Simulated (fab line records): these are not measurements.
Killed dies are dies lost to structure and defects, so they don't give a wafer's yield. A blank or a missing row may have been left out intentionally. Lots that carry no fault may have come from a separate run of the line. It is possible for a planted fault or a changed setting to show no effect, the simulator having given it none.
Matching of chambers ; flow berkeley_cmos170 ; UCB170_NWELL_ETCH_13 on rie_diel-01 has 4 sister chambers
The step etches Si3N4 in CH3F/Ar/O2, stops on SiO2, target depth 246.4 nm, time 154 s. 18 wafers are shown with their chamber, then 9 later ones without.

== WAFERS PAIRED WITH THEIR CHAMBERS ==
wafer;chamber;drypump_motor_current_A (A);throttle_valve_pct (%);oes_product_au (a.u.)
L076.1;3;5.9;8.02;0.942
L076.3;1;4.9;8.06;0.948
L076.4;3;5.9;8.01;0.948
L082.1;3;5.9;8.02;0.959
L082.2;2;5.8;8.24;0.939
L082.3;1;4.9;8.07;0.957
L083.4;2;5.9;8.24;0.941
L083.5;1;4.9;8.09;0.959
L083.6;0;5.9;8.18;0.935
L084.1;2;5.8;8.22;0.939
L084.4;3;5.9;8.02;0.952
L084.5;3;5.9;8.01;0.947
L091.1;2;5.8;8.23;0.926
L091.3;0;5.9;8.17;0.914
L091.4;1;4.9;8.08;0.944
L092.1;1;4.9;8.09;0.952
L092.3;0;5.9;8.17;0.942
L092.6;2;5.9;8.23;0.937

SIGNATURES (averages over the wafers above)
reading;chamber 0;chamber 1;chamber 2;chamber 3;scatter within a chamber
drypump_motor_current_A;5.900;4.900;5.840;5.900;0.0293
throttle_valve_pct;8.1733;8.0780;8.2320;8.0160;0.00905
oes_product_au;0.93033;0.95200;0.93640;0.94960;0.00794
Rule: for each reading, subtract the chamber's mean from the wafer's reading, divide by that reading's scatter and square the result; add these up over the readings and take the root, which gives the wafer's distance from the chamber. If the next closest chamber is less than 2 further off than the closest, the wafer can't be placed; otherwise it belongs to the closest. The scatter: the root of (the sum of the squares of (reading less its chamber's mean) over the shown wafers, divided by (wafers less chambers)).

== WAFERS MISSING THEIR CHAMBER ==
wafer;drypump_motor_current_A (A);throttle_valve_pct (%);oes_product_au (a.u.)
L093.1;4.9;8.08;0.939
L093.4;5.9;8.17;0.925
L093.6;5.9;8.18;0.917
L094.3;4.9;8.07;0.943
L094.5;5.9;8.18;0.930
L094.6;4.9;8.09;0.941
L095.1;4.9;8.07;0.957
L095.4;5.9;8.17;0.939
L095.6;5.9;8.18;0.929

== THE CHAMBER EACH PASSED THROUGH ==
wafer;from the rows above;in truth
L093.1;1;1
L093.4;0;0
L093.6;0;0
L094.3;1;1
L094.5;0;0
L094.6;1;1
L095.1;1;1
L095.4;0;0
L095.6;0;0
Correct placement for 9 of the 9. From these rows, 0 cannot be placed. Wrongly placed: 0.
